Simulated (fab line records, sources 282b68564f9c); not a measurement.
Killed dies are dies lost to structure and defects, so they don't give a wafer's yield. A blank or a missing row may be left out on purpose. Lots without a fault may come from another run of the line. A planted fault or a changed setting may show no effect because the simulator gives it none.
fab line records | flow rit_cmos
record lots=5 wafers=23
route steps=202 shown PLDD@115 SPACER@128 NSD@132 CONTACT@168 M1@184
start_h: hours from the record's first day to the start of the lot's first wafer shown | wait_h: hours since the lot's step before | " the same as in the row above | L1.1+2: a row that stands for several wafers | - no value, or no start given | * or withheld: withheld | < > ~ a bound
route shown NAME@n: a module of which the file shows steps, and the number in the route of the first | usual: mean/standard deviation of fault-free wafers | same: alike in all rows | chamber/n: place in a boat | sites: the reading at each site | _std_site: their standard deviation | _edge_site: outer sites' mean less inner sites' | radius_mm: how far each site lies from the wafer's centre | mask NAME#n: copy n | behind: the tool/chamber that last shaped the wafer | hold: why the lot was held/for how many hours/how that ended | device: the transistor (n, p or np) that didn't switch | end of line: the same wafers' tests at the end of the route | a step without rows: its recipe alone | killed: dies lost to structure and defects at the first sort, not the wafer's yield | map: a wafer's dies, x killed, . not, _ none there
set.NAME: the setting as run; set.NAME@STEP: as run at that earlier step | model.NAME: the simulator's own value behind a step, which no gauge read
lots whose settings were changed on purpose; a table a step, a row a wafer
## steps
# step RIT_PLDD_COAT_01
# recipe resist=NOVOLAK spin_rpm=3250 resist_thk_nm=1000
# columns lot.wafer tool chamber start_h wait_h set.resist_thk_nm model.NOVOLAK_of_PLDD_COAT_01.thk_nm
L075.1 litho_track-02 0 52.88 0.1 1022 1021
L075.2 " 0 " " 1022 1017
L075.3 " 0 " " 1000 998.8
L075.5 " 0 " " 1022 1020
L075.6 " 0 " " 1000 999.4
L078.1 litho_track-02 0 67.09 0.1 954.5 953.4
L078.2 " 0 " " 1000 997.7
L078.4 " 0 " " 954.5 950.8
L078.5 " 0 " " 954.5 951.7
L078.6 " 0 " " 1000 994.9
L081.2 litho_track-03 0 80.36 0.1 1000 998.8
L081.3 " 0 " " 1000 1002
L081.4+5 " 0 " " 1000 997.2
L081.6 " 0 " " 1000 998.5
L084.2 litho_track-01 0 93.37 0.1 1000 1007
L084.3 " 0 " " 1000 1010
L084.5 " 0 " " 1000 1005
L085.1 litho_track-02 0 101.45 0.1 1000 995.9
L085.2 " 0 " " 1000 994.2
L085.3 " 0 " " 1000 997.8
L085.5 " 0 " " 1000 993.3
L085.6 " 0 " " 1000 998.3
# step RIT_PLDD_SOFTBAKE_02
# recipe resist=NOVOLAK temp_c=90 time_s=60
# step RIT_PLDD_EXPOSE_03
# recipe mask_id=M8 na=0.57 target_cd_nm=40900 dose_mj=250
# step RIT_PLDD_DEVELOP_05
# recipe resist=NOVOLAK develop_time_s=50 dev_temp_c=23
# step RIT_PLDD_HARDBAKE_07
# recipe resist=NOVOLAK temp_c=140 time_s=60
# columns lot.wafer tool chamber start_h wait_h set.resist_thk_nm@PLDD_COAT_01 model.NOVOLAK_of_PLDD_COAT_01.thk_nm
L075.1 litho_track-01 0 53.79 0.1 1022 901.8
L075.2 " 0 " " 1022 898.3
L075.3 " 0 " " 1000 882.8
L075.5 " 0 " " 1022 901.5
L075.6 " 0 " " 1000 883.3
L078.1 litho_track-03 0 68.01 0.0 954.5 842.9
L078.2 " 0 " " 1000 881.8
L078.4 " 0 " " 954.5 840.8
L078.5 " 0 " " 954.5 841.5
L078.6 " 0 " " 1000 879.4
L081.2 litho_track-02 0 81.22 0.0 1000 882.8
L081.3 " 0 " " 1000 885.1
L081.4+5 " 0 " " 1000 881.4
L081.6 " 0 " " 1000 882.5
L084.2 litho_track-01 0 94.11 0.0 1000 890.1
L084.3 " 0 " " 1000 892.3
L084.5 " 0 " " 1000 888.3
L085.1 litho_track-01 0 102.31 0.0 1000 880.2
L085.2 " 0 " " 1000 878.7
L085.3 " 0 " " 1000 881.9
L085.5 " 0 " " 1000 877.9
L085.6 " 0 " " 1000 882.3
# step RIT_SPACER_CVD_03
# recipe material=Si3N4 target_thk_nm=250 temp_c=810 precursor=SiH2Cl2/NH3 time_s=3300 pressure_mtorr=300 sih2cl2_flow_sccm=60 nh3_flow_sccm=150
# columns lot.wafer tool chamber start_h wait_h set.sih2cl2_flow_sccm model.Si3N4_of_SPACER_CVD_03.thk_nm
L075.1 - - - 0.0 68 255.8
L075.2 " - " " 68 259.2
L075.3 " - " " 68 255
L075.5 " - " " 68 260.6
L075.6 " - " " 68 258.2
L078.1 - - - 0.0 51.96 239.8
L078.2 " - " " 51.96 240.7
L078.4 " - " " 51.96 240.9
L078.5 " - " " 51.96 243.1
L078.6 " - " " 51.96 242.3
L081.2 - - - 0.0 56.87 242.8
L081.3 " - " " 56.87 241.2
L081.4 " - " " 56.87 242.4
L081.5 " - " " 56.87 243.4
L081.6 " - " " 56.87 243.2
L084.2 lpcvd-02 0 95.34 0.0 60 251.1
L084.3 " 0 " " 60 248.1
L084.5 " 0 " " 60 251
L085.1 - - - 0.0 60 244.7
L085.2 " - " " 60 246.9
L085.3 " - " " 60 246.2
L085.5 " - " " 60 246.3
L085.6 " - " " 60 245
# step RIT_NSD_COAT_01
# recipe resist=NOVOLAK spin_rpm=3250 resist_thk_nm=1000
# columns lot.wafer tool chamber start_h wait_h set.spin_rpm model.NOVOLAK_of_NSD_COAT_01.thk_nm
L075.1+6 litho_track-01 0 56.99 0.1 3426 969.3
L075.2 " 0 " " 3250 995.2
L075.3 " 0 " " 3426 968.8
L075.5 " 0 " " 3250 997.3
L078.1 litho_track-01 0 71.20 0.1 3494 968
L078.2 " 0 " " 3250 1003
L078.4 " 0 " " 3250 1008
L078.5 " 0 " " 3494 972.8
L078.6 " 0 " " 3494 968.8
L081.2 litho_track-04 0 84.60 0.1 3359 988.1
L081.3 " 0 " " 3359 990.4
L081.4 " 0 " " 3250 1004
L081.5 " 0 " " 3359 987.9
L081.6 " 0 " " 3250 1006
L084.2 litho_track-01 0 97.64 0.1 3250 996.3
L084.3 " 0 " " 3250 992.8
L084.5 " 0 " " 3250 993
L085.1 litho_track-04 0 105.51 0.1 3102 1021
L085.2 " 0 " " 3250 1000
L085.3 " 0 " " 3250 998.7
L085.5 " 0 " " 3102 1024
L085.6 " 0 " " 3250 999.2
# step RIT_NSD_SOFTBAKE_02
# recipe resist=NOVOLAK temp_c=90 time_s=60
# step RIT_NSD_EXPOSE_03
# recipe mask_id=M9 na=0.57 target_cd_nm=40700 dose_mj=250
# step RIT_NSD_DEVELOP_05
# recipe resist=NOVOLAK develop_time_s=50 dev_temp_c=23
# step RIT_NSD_HARDBAKE_07
# recipe resist=NOVOLAK temp_c=140 time_s=60
# columns lot.wafer tool chamber start_h wait_h set.spin_rpm@NSD_COAT_01 model.NOVOLAK_of_NSD_COAT_01.thk_nm
L075.1+6 litho_track-04 0 57.73 0.0 3426 856.9
L075.2 " 0 " " 3250 879.6
L075.3 " 0 " " 3426 856.5
L075.5 " 0 " " 3250 881.4
L078.1 litho_track-04 0 72.06 0.0 3494 855.8
L078.2 " 0 " " 3250 886.1
L078.4 " 0 " " 3250 890.6
L078.5 " 0 " " 3494 860
L078.6 " 0 " " 3494 856.5
L081.2 litho_track-03 0 85.42 0.0 3359 873.3
L081.3 " 0 " " 3359 875.3
L081.4 " 0 " " 3250 887.5
L081.5 " 0 " " 3359 873.2
L081.6 " 0 " " 3250 888.7
L084.2 litho_track-01 0 98.50 0.0 3250 880.5
L084.3 " 0 " " 3250 877.5
L084.5 " 0 " " 3250 877.7
L085.1 litho_track-03 0 106.43 0.0 3102 901.8
L085.2 " 0 " " 3250 883.7
L085.3 " 0 " " 3250 882.6
L085.5 " 0 " " 3102 905
L085.6 " 0 " " 3250 883
# step RIT_CONTACT_CVD_00
# recipe material=SiO2 target_thk_nm=400 precursor=TEOS temp_c=390 time_s=61 rf_w=400
# columns lot.wafer tool chamber start_h wait_h set.time_s model.SiO2_of_CONTACT_CVD_00.thk_nm
L075.1 pecvd-04 0 61.16 0.1 61 389.7
L075.2 " 2 " " 61 394.5
L075.3 " 1 " " 61 392.9
L075.5 " 0 " " 61 400.1
L075.6 " 1 " " 61 402.2
L078.1 pecvd-04 0 75.93 0.1 61 395.9
L078.2 " 1 " " 61 397
L078.4 " 1 " " 52.46 341.7
L078.5 " 2 " " 61 401.9
L078.6 " 0 " " 52.46 343.7
L081.2 pecvd-04 2 89.09 0.0 61 391.2
L081.3 " 1 " " 61 391.3
L081.4 " 0 " " 61 397.6
L081.5 " 2 " " 61 399
L081.6 " 1 " " 61 394.7
L084.2 pecvd-04 0 102.47 0.0 61 393
L084.3 " 1 " " 61 388.8
L084.5 " 1 " " 61 400.1
L085.1 pecvd-02 2 110.27 0.1 61 390.7
L085.2 " 1 " " 68.66 444.7
L085.3 " 0 " " 68.66 437.9
L085.5 " 1 " " 61 399.8
L085.6 " 2 " " 61 403.9
# step RIT_CONTACT_THK_MEAS_01
# recipe reads=SiO2_of_CONTACT_CVD_00
# usual CONTACT_TEOS_THK=397/4.7
# columns lot.wafer tool chamber start_h wait_h set.time_s@CONTACT_CVD_00 CONTACT_TEOS_THK[nm]
L075.1 film_metro-04 - 61.21 0.0 61 390
L075.2 " - " " 61 395
L075.3 " - " " 61 393
L075.5 " - " " 61 400
L075.6 " - " " 61 402
L078.1 film_metro-02 - 75.98 0.0 61 396
L078.2 " - " " 61 397
L078.4 " - " " 52.46 342
L078.5 " - " " 61 402
L078.6 " - " " 52.46 344
L081.2 film_metro-01 - 89.16 0.0 61 391
L081.3 " - " " 61 391
L081.4 " - " " 61 397
L081.5 " - " " 61 399
L081.6 " - " " 61 395
L084.2 film_metro-04 - 102.53 0.0 61 393
L084.3 " - " " 61 389
L084.5 " - " " 61 400
L085.1 film_metro-02 - 110.32 0.0 61 391
L085.2 " - " " 68.66 445
L085.3 " - " " 68.66 438
L085.5 " - " " 61 400
L085.6 " - " " 61 404
# step RIT_CONTACT_COAT_03
# recipe resist=NOVOLAK spin_rpm=3250 resist_thk_nm=1000
# columns lot.wafer tool chamber start_h wait_h set.spin_rpm model.NOVOLAK_of_CONTACT_COAT_03.thk_nm
L075.1 litho_track-02 0 61.42 0.1 3360 976.7
L075.2 " 0 " " 3250 995.1
L075.3 " 0 " " 3250 996.2
L075.5 " 0 " " 3360 982.2
L075.6 " 0 " " 3250 997.2
L078.1 litho_track-04 0 76.19 0.1 3250 998.6
L078.2 " 0 " " 3250 999.2
L078.4 " 0 " " 3250 1001
L078.5 " 0 " " 3250 999.1
L078.6 " 0 " " 3250 997.5
L081.2 litho_track-01 0 89.38 0.1 3423 975.5
L081.3 " 0 " " 3250 999.8
L081.4 " 0 " " 3423 977.5
L081.5 " 0 " " 3250 1003
L081.6 " 0 " " 3250 1001
L084.2 litho_track-02 0 102.76 0.1 3250 999.5
L084.3 " 0 " " 3250 999.3
L084.5 " 0 " " 3250 1001
L085.1 litho_track-04 0 110.53 0.1 3250 1002
L085.2 " 0 " " 3124 1021
L085.3 " 0 " " 3250 997.4
L085.5 " 0 " " 3124 1023
L085.6 " 0 " " 3124 1022
# step RIT_CONTACT_DEVELOP_07
# recipe resist=NOVOLAK develop_time_s=120 dev_temp_c=23
# columns lot.wafer tool chamber start_h wait_h set.develop_time_s
L075.1+2+6 litho_track-02 0 - - 107.4
L075.3+5 " 0 " " 120
L078.1+2+4 litho_track-04 0 - - 127.3
L078.5+6 " 0 " " 120
L081.2+4+5 litho_track-01 0 - - 113.9
L081.3+6 " 0 " " 120
L084.2+3+5 litho_track-01 0 - - 120
L085.1+2+3 litho_track-01 0 - - 130.7
L085.5+6 " 0 " " 120
# step RIT_CONTACT_CD_MEAS_08
# recipe target_cd_nm=1000
# usual cd_nm=999.9/2.5
# columns lot.wafer tool chamber start_h wait_h set.develop_time_s@CONTACT_DEVELOP_07 cd_nm
L075.1 cd_sem-02 - 62.36 - 107.4 987.9
L075.2 " - " " 107.4 987.7
L075.3 " - " " 120 996.7
L075.5 " - " " 120 997.8
L075.6 " - " " 107.4 987.4
L078.1 cd_sem-02 - 77.13 - 127.3 1005.2
L078.2 " - " " 127.3 1006.5
L078.4 " - " " 127.3 1004.8
L078.5 " - " " 120 999.6
L078.6 " - " " 120 1001.3
L081.2 cd_sem-01 - 90.32 - 113.9 994.6
L081.3 " - " " 120 997.4
L081.4 " - " " 113.9 994.9
L081.5 " - " " 113.9 991.5
L081.6 " - " " 120 996.0
L084.2 cd_sem-01 - 103.69 - 120 1000.3
L084.3 " - " " 120 998.5
L084.5 " - " " 120 997.8
L085.1 cd_sem-01 - 111.35 - 130.7 1013.1
L085.2 " - " " 130.7 1011.0
L085.3 " - " " 130.7 1009.8
L085.5 " - " " 120 1001.8
L085.6 " - " " 120 1001.1
# step RIT_CONTACT_HARDBAKE_10
# recipe resist=NOVOLAK temp_c=140 time_s=60
# columns lot.wafer tool chamber start_h wait_h set.spin_rpm@CONTACT_COAT_03 model.NOVOLAK_of_CONTACT_COAT_03.thk_nm
L075.1 litho_track-02 0 62.52 0.0 3360 863.1
L075.2 " 0 " " 3250 879.2
L075.3 " 0 " " 3250 879.9
L075.5 " 0 " " 3360 867.8
L075.6 " 0 " " 3250 881
L078.1 litho_track-02 0 77.29 0.0 3250 882.1
L078.2+5 " 0 " " 3250 882.6
L078.4 " 0 " " 3250 884.5
L078.6 " 0 " " 3250 881.2
L081.2 litho_track-04 0 90.66 0.2 3423 861.9
L081.3 " 0 " " 3250 883.2
L081.4 " 0 " " 3423 863.7
L081.5 " 0 " " 3250 885.6
L081.6 " 0 " " 3250 884
L084.2 litho_track-04 0 103.85 0.0 3250 882.9
L084.3 " 0 " " 3250 882.6
L084.5 " 0 " " 3250 884.2
L085.1 litho_track-04 0 111.51 0.0 3250 885
L085.2 " 0 " " 3124 901.9
L085.3 " 0 " " 3250 881
L085.5 " 0 " " 3124 903.7
L085.6 " 0 " " 3124 902.3
# step RIT_CONTACT_ETCH_11
# recipe target_depth_a=4800 over_etch_frac=0.2 stop_on=TiSi2 chemistry=CHF3/CF4/Ar target=SiO2 CHF3_flow_sccm=50 cf4_flow_sccm=10 Ar_flow_sccm=100 O2_flow_sccm=5 pressure_mtorr=100 rf_w=200 time_s=320
# columns lot.wafer tool chamber start_h wait_h set.time_s@CONTACT_CVD_00 set.spin_rpm@CONTACT_COAT_03 model.NOVOLAK_of_CONTACT_COAT_03.thk_nm model.etch.depth_nm model.CONTACT.feature_depth_nm
L075.1 rie_diel-04 0 62.67 0.1 61 3360 742.6 389.7 389.7
L075.2 " 3 " " 61 3250 765.2 394.5 394.5
L075.3 " 2 " " 61 3250 768.8 392.9 392.9
L075.5 " 0 " " 61 3360 748.1 400.1 400.1
L075.6 " 3 " " 61 3250 767.4 402.2 402.2
L078.1 rie_diel-01 3 77.44 0.1 61 3250 767.6 395.9 395.9
L078.2 " 1 " " 61 3250 770.1 397 397
L078.4 " 0 " " 52.46 3250 765.8 341.7 341.7
L078.5 " 2 " " 61 3250 764.8 401.9 401.9
L078.6 " 1 " " 52.46 3250 768.9 343.7 343.7
L081.2 rie_diel-02 2 90.79 0.1 61 3423 745.4 391.2 391.2
L081.3 " 2 " " 61 3250 767.2 391.3 391.3
L081.4 " 3 " " 61 3423 749.8 397.6 397.6
L081.5 " 3 " " 61 3250 772.1 399 399
L081.6 " 2 " " 61 3250 769 394.7 394.7
L084.2 rie_diel-04 0 103.98 0.1 61 3250 762.9 393 393
L084.3 " 1 " " 61 3250 767 388.8 388.8
L084.5 " 3 " " 61 3250 770.7 400.1 400.1
L085.1 rie_diel-02 1 111.66 0.1 61 3250 773.7 390.7 390.7
L085.2 " 0 " " 68.66 3124 782.5 444.7 444.7
L085.3 " 3 " " 68.66 3250 767.9 437.9 437.9
L085.5 " 0 " " 61 3124 784.3 399.8 399.8
L085.6 " 3 " " 61 3124 789.7 403.9 403.9
# step RIT_CONTACT_STRIP_12
# recipe chemistry=O2 time_s=180 resist=NOVOLAK platen_temp_c=withheld power_w=500 pressure_mtorr=4000 o2_flow_sccm=4000
# step RIT_CONTACT_CD_MEAS_90
# recipe target_cd_nm=1000
# usual cd_nm=999.8/2.4
# columns lot.wafer tool chamber start_h wait_h set.develop_time_s@CONTACT_DEVELOP_07 cd_nm
L075.1 cd_sem-01 - 63.04 0.1 107.4 988.2
L075.2 " - " " 107.4 987.7
L075.3 " - " " 120 996.2
L075.5 " - " " 120 997.4
L075.6 " - " " 107.4 987.3
L078.1 cd_sem-01 - 77.80 0.1 127.3 1005.4
L078.2 " - " " 127.3 1006.3
L078.4 " - " " 127.3 1005.0
L078.5 " - " " 120 999.4
L078.6 " - " " 120 1000.5
L081.2 cd_sem-02 - 91.27 0.1 113.9 994.3
L081.3 " - " " 120 997.4
L081.4 " - " " 113.9 995.3
L081.5 " - " " 113.9 991.1
L081.6 " - " " 120 996.4
L084.2 cd_sem-02 - 104.37 0.1 120 1000.1
L084.3 " - " " 120 998.6
L084.5 " - " " 120 998.1
L085.1 cd_sem-02 - 112.03 0.1 130.7 1012.5
L085.2 " - " " 130.7 1010.6
L085.3 " - " " 130.7 1009.5
L085.5 " - " " 120 1001.5
L085.6 " - " " 120 1000.4
# step RIT_M1_SPUTTER_00
# recipe material=Al target_thk_nm=400 power_w=2000 chamber_pressure_pa=0.4 gas=Ar time_s=500 substrate_temp_c=25
# columns lot.wafer tool chamber start_h wait_h set.chamber_pressure_pa model.Al_of_M1_SPUTTER_00.thk_nm
L075.1 pvd_sputter-02 - 63.51 0.0 0.3479 418.1
L075.2+3 " - " " 0.3479 418.2
L075.5 " - " " 0.3479 415.1
L075.6 " - " " 0.3479 418.9
L078.1 pvd_sputter-04 - 78.27 0.0 0.3592 407.2
L078.2 " - " " 0.3592 403.4
L078.4 " - " " 0.3592 405.5
L078.5 " - " " 0.3592 407.3
L078.6 " - " " 0.3592 404.4
L081.2 pvd_sputter-01 - 91.74 0.0 0.4361 395.6
L081.3 " - " " 0.4361 398.8
L081.4 " - " " 0.4361 394.6
L081.5 " - " " 0.4361 395.7
L081.6 " - " " 0.4361 393.5
L084.2 pvd_sputter-04 - 104.82 0.0 0.4 401.6
L084.3 " - " " 0.4 396.4
L084.5 " - " " 0.4 396.1
L085.1 pvd_sputter-01 - 112.53 0.0 0.3728 412.2
L085.2 " - " " 0.3728 410.9
L085.3 " - " " 0.3728 407.5
L085.5 " - " " 0.3728 412.1
L085.6 " - " " 0.3728 408.5
# step RIT_M1_PROBE_99
# usual killed_at_contacts=0.1/0.32 killed_at_front_end=7/3 killed_dies=6.8/3 killed_open=3.5/2.1 killed_short=3.3/1.9
# same gross_dies=264 killed_at_M0_to_M3=0 killed_at_M4_up=0 killed_at_back_side=0 killed_at_other=0
# columns lot.wafer tool chamber start_h wait_h set.spin_rpm@CONTACT_COAT_03 killed_at_contacts killed_at_front_end killed_dies killed_open killed_short
L075.1 prober-01 - 67.52 0.1 3360 0 247 247 1 5
L075.2 prober-01 - 67.57 0.1 3250 0 8 8 5 3
L075.3 prober-01 - 67.62 0.2 3250 0 7 7 7 0
L075.5 prober-01 - 67.72 0.2 3360 0 250 250 7 4
L075.6 prober-01 - 67.77 0.2 3250 0 13 13 7 6
L078.1 prober-02 - 82.59 0.1 3250 0 6 6 2 4
L078.2 prober-02 - 82.64 0.1 3250 0 3 3 1 2
L078.4 prober-02 - 82.74 0.2 3250 1 5 6 2 4
L078.5 prober-02 - 82.79 0.2 3250 0 4 4 0 4
L078.6 prober-02 - 82.84 0.2 3250 0 9 9 5 4
L081.2 prober-01 - 95.94 0.1 3423 0 8 8 4 3
L081.3 prober-01 - 95.99 0.2 3250 0 4 4 0 4
L081.4 prober-01 - 96.04 0.2 3423 0 7 7 3 4
L081.5 prober-01 - 96.09 0.2 3250 0 1 1 1 0
L081.6 prober-01 - 96.14 0.2 3250 1 6 7 2 5
L084.2 prober-02 - 109.18 0.1 3250 1 7 8 6 2
L084.3 prober-02 - 109.23 0.2 3250 0 3 3 2 1
L084.5 prober-02 - 109.33 0.2 3250 0 9 9 2 7
L085.1 prober-01 - 116.67 0.1 3250 0 20 20 3 4
L085.2 prober-01 - 116.72 0.1 3124 0 7 7 4 3
L085.3 prober-01 - 116.77 0.2 3250 0 28 28 3 2
L085.5 prober-01 - 116.87 0.2 3124 0 8 8 5 3
L085.6 prober-01 - 116.92 0.2 3124 0 4 4 3 1
# killed by level:class
L075.1 GATE:area_expose=241 GATE:geometric_particle:short=3 SPACER:geometric_particle:short=2 FOX1:geometric_particle:open=1
L075.2 FOX1:geometric_particle:open=2 SPACER:geometric_particle:short=2 SILICIDE:geometric_particle:open=2 FOX2:geometric_particle:open=1 GATE:geometric_particle:short=1
L075.3 GATE:geometric_particle:open=3 SILICIDE:geometric_particle:open=3 REOX:geometric_particle:open=1
L075.5 GATE:area_expose=239 GATE:geometric_particle:short=3 GATE:geometric_particle:open=3 FOX1:geometric_particle:open=2 REOX:geometric_particle:open=2 FOX1:geometric_particle:short=1
L075.6 FOX1:geometric_particle:open=2 FOX1:geometric_particle:short=2 GATE:geometric_particle:open=2 GATE:geometric_particle:short=2 SPACER:geometric_particle:open=2 FOX2:geometric_particle:short=1 REOX:geometric_particle:open=1 SILICIDE:geometric_particle:short=1
L078.1 FOX2:geometric_particle:short=2 FOX1:geometric_particle:short=1 GATE:geometric_particle:short=1 SPACER:geometric_particle:open=1 SILICIDE:geometric_particle:open=1
L078.2 FOX1:geometric_particle:short=1 REOX:geometric_particle:open=1 SILICIDE:geometric_particle:short=1
L078.4 FOX2:geometric_particle:short=2 GATE:geometric_particle:short=1 SPACER:geometric_particle:open=1 SILICIDE:geometric_particle:short=1 CONTACT:geometric_particle:open=1
L078.5 FOX1:geometric_particle:short=1 FOX2:geometric_particle:short=1 REOX:geometric_particle:short=1 SILICIDE:geometric_particle:short=1
L078.6 FOX1:geometric_particle:open=1 FOX2:geometric_particle:short=1 FOX2:geometric_particle:open=1 GATE:geometric_particle:open=1 REOX:geometric_particle:short=1 SPACER:geometric_particle:short=1 SPACER:geometric_particle:open=1 SILICIDE:geometric_particle:short=1
L081.2 FOX1:geometric_particle:open=2 REOX:geometric_particle:short=2 ACTIVE:geometric_particle:open=1 GATE:geometric_particle:short=1 REOX:geometric_particle:open=1 GATE:area_expose=1
L081.3 GATE:geometric_particle:short=2 FOX2:geometric_particle:short=1 SILICIDE:geometric_particle:short=1
L081.4 FOX1:geometric_particle:open=1 FOX1:geometric_particle:short=1 GATE:geometric_particle:short=1 REOX:geometric_particle:short=1 SPACER:geometric_particle:open=1 SILICIDE:geometric_particle:short=1 SILICIDE:geometric_particle:open=1
L081.5 SPACER:geometric_particle:open=1
L081.6 SILICIDE:geometric_particle:short=2 GATE:geometric_particle:short=1 REOX:geometric_particle:short=1 SPACER:geometric_particle:short=1 SILICIDE:geometric_particle:open=1 CONTACT:geometric_particle:open=1
L084.2 GATE:geometric_particle:open=2 SPACER:geometric_particle:open=2 FOX1:geometric_particle:short=1 REOX:geometric_particle:open=1 SPACER:geometric_particle:short=1 CONTACT:geometric_particle:open=1
L084.3 ACTIVE:geometric_particle:open=1 REOX:geometric_particle:short=1 SPACER:geometric_particle:open=1
L084.5 FOX1:geometric_particle:short=2 FOX2:geometric_particle:short=2 GATE:geometric_particle:open=2 GATE:geometric_particle:short=1 REOX:geometric_particle:short=1 SPACER:geometric_particle:short=1
L085.1 GATE:area_expose=13 GATE:geometric_particle:open=2 FOX1:geometric_particle:short=1 GATE:geometric_particle:short=1 REOX:geometric_particle:short=1 SPACER:geometric_particle:open=1 SPACER:geometric_particle:short=1
L085.2 GATE:geometric_particle:open=2 GATE:geometric_particle:short=2 REOX:geometric_particle:open=1 SPACER:geometric_particle:open=1 SPACER:geometric_particle:short=1
L085.3 GATE:area_expose=23 FOX1:geometric_particle:open=1 FOX2:geometric_particle:open=1 GATE:geometric_particle:open=1 GATE:geometric_particle:short=1 SPACER:geometric_particle:short=1
L085.5 FOX2:geometric_particle:open=2 GATE:geometric_particle:open=2 FOX2:geometric_particle:short=1 GATE:geometric_particle:short=1 REOX:geometric_particle:short=1 SPACER:geometric_particle:open=1
L085.6 GATE:geometric_particle:open=1 GATE:geometric_particle:short=1 SPACER:geometric_particle:open=1 SILICIDE:geometric_particle:open=1
## key
split step=RIT_PLDD_COAT_01 setting=resist_thk_nm stated=1000 by=wafer
response step=RIT_PLDD_COAT_01 reading=model.NOVOLAK_of_PLDD_COAT_01.thk_nm change=+9.63 per=1% r=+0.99
response step=RIT_PLDD_HARDBAKE_07 reading=model.NOVOLAK_of_PLDD_COAT_01.thk_nm change=+8.43 per=1% r=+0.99
split step=RIT_SPACER_CVD_03 setting=sih2cl2_flow_sccm stated=60 by=lot
response step=RIT_SPACER_CVD_03 reading=model.Si3N4_of_SPACER_CVD_03.thk_nm change=+0.643 per=1% r=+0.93
split step=RIT_NSD_COAT_01 setting=spin_rpm stated=3250 by=wafer
response step=RIT_NSD_COAT_01 reading=model.NOVOLAK_of_NSD_COAT_01.thk_nm change=-4.86 per=1% r=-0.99
response step=RIT_NSD_HARDBAKE_07 reading=model.NOVOLAK_of_NSD_COAT_01.thk_nm change=-4.25 per=1% r=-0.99
split step=RIT_CONTACT_CVD_00 setting=time_s stated=61 by=wafer
response step=RIT_CONTACT_CVD_00 reading=model.SiO2_of_CONTACT_CVD_00.thk_nm change=+3.73 per=1% r=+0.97
response step=RIT_CONTACT_THK_MEAS_01 reading=CONTACT_TEOS_THK change=+3.74 per=1% r=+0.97
response step=RIT_CONTACT_ETCH_11 reading=model.etch.depth_nm change=+3.73 per=1% r=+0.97
response step=RIT_CONTACT_ETCH_11 reading=model.CONTACT.feature_depth_nm change=+3.73 per=1% r=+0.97
split step=RIT_CONTACT_COAT_03 setting=spin_rpm stated=3250 by=wafer
response step=RIT_CONTACT_COAT_03 reading=model.NOVOLAK_of_CONTACT_COAT_03.thk_nm change=-5 per=1% r=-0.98
response step=RIT_CONTACT_HARDBAKE_10 reading=model.NOVOLAK_of_CONTACT_COAT_03.thk_nm change=-4.38 per=1% r=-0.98
response step=RIT_CONTACT_ETCH_11 reading=model.NOVOLAK_of_CONTACT_COAT_03.thk_nm change=-4.51 per=1% r=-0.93
response step=RIT_M1_PROBE_99 reading=killed_at_front_end shape=bent at_lowest=6 at_stated=8 at_highest=8
response step=RIT_M1_PROBE_99 reading=killed_dies shape=bent at_lowest=6.3 at_stated=8.5 at_highest=7.5
split step=RIT_CONTACT_DEVELOP_07 setting=develop_time_s stated=120 by=wafer
response step=RIT_CONTACT_CD_MEAS_08 reading=cd_nm change=+0.928 per=1% r=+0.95
response step=RIT_CONTACT_CD_MEAS_90 reading=cd_nm change=+0.928 per=1% r=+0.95
split step=RIT_M1_SPUTTER_00 setting=chamber_pressure_pa stated=0.4 by=lot
response step=RIT_M1_SPUTTER_00 reading=model.Al_of_M1_SPUTTER_00.thk_nm change=-0.879 per=1% r=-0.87
